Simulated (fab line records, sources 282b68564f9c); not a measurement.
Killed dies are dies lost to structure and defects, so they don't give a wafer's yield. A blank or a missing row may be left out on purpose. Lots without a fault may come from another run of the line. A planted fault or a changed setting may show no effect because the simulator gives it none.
Problem report in the 8D (eight disciplines) form, filled by code | flow rit_cmos | the parts of the form that need people (team, actions taken, sign-off) are left out

1. THE PROBLEM
killed_on_rim at RIT_M1_PROBE_99 reads a mean of 10.0 on 3 wafers of 1 lot; wafers without a fault read 1.7 with a standard deviation of 1.4. That is +5.9 standard deviations from the usual mean.
First seen on wafer L827.1, day 5 21:39, on prober-01. The record holds 3 wafers of 1 lot with a number at this step. Rule for "out", or "out of limits": more than 4 standard deviations from the usual mean. The other wafers with a number count as sound.

2. WHAT IT IS AND WHAT IT IS NOT
question                    | is                                              | is not
which readings at this step | killed_on_rim, killed_at_front_end, killed_dies | killed_at_contacts, killed_open, killed_short
which lots                  | L827                                            | -
which wafers of those lots  | all that have a number                          | -
read on which tools         | prober-01                                       | -
when                        | from day 5 21:39                                | up to then (0 sound wafers)

3. SUSPECTS, AND WHAT RULES EACH OUT
Counting: a tool at a process step up to the reading stays a suspect if it ran every lot that is out and no sound lot after the first of them.
- wet_bench-04 at RIT_FOX2_WET_ETCH_03 (etches Si3N4 in H3PO4, target depth 195 nm, time 2700 s): kept. It ran the lot that is out, L827 (day 4 04:16), and no sound lot after that.
- prober-01 at RIT_M1_PROBE_99: kept. It ran the lot that is out, L827 (day 5 21:39), and no sound lot after that. Its own readings are out on those wafers: killed_at_front_end, killed_dies, killed_on_rim.
Left after counting: wet_bench-04 at RIT_FOX2_WET_ETCH_03, prober-01 at RIT_M1_PROBE_99.

4. THE CAUSE (what the simulator had put in)
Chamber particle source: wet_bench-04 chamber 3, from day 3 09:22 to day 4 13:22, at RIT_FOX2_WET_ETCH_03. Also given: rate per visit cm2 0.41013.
Counting left 2 suspects, and this tool is among them.

5. THE CHAIN OF EFFECTS, in route order
Each row: a reading whose mean over the struck wafers that have a number lies more than 3 standard deviations from the usual. Only readings for which the record gives a usual standard deviation are gone through. hours: the time from each lot's start at the first step in this table that gives one to its start at this step, as a median over the lots. sigmas: the change in usual standard deviations.
hours | step            | reading             | usual | on struck wafers | change | sigmas
0     | RIT_M1_PROBE_99 | killed_at_front_end | 6.6   | 23.7             | +17.1  | +5.9
0     | RIT_M1_PROBE_99 | killed_dies         | 6.6   | 23.7             | +17.1  | +5.7
0     | RIT_M1_PROBE_99 | killed_on_rim       | 1.7   | 10.0             | +8.3   | +5.9
The process steps in it:
- RIT_M1_PROBE_99

6. WHAT WOULD HAVE CAUGHT IT SOONER
In this record the first reading out of limits was taken at day 5 21:39, 60 hours after the fault began at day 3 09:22.
All the lots that are out (1) had begun RIT_FOX2_WET_ETCH_03 on wet_bench-04 by day 5 21:39. A hold on the tool at that time would have spared none of them.
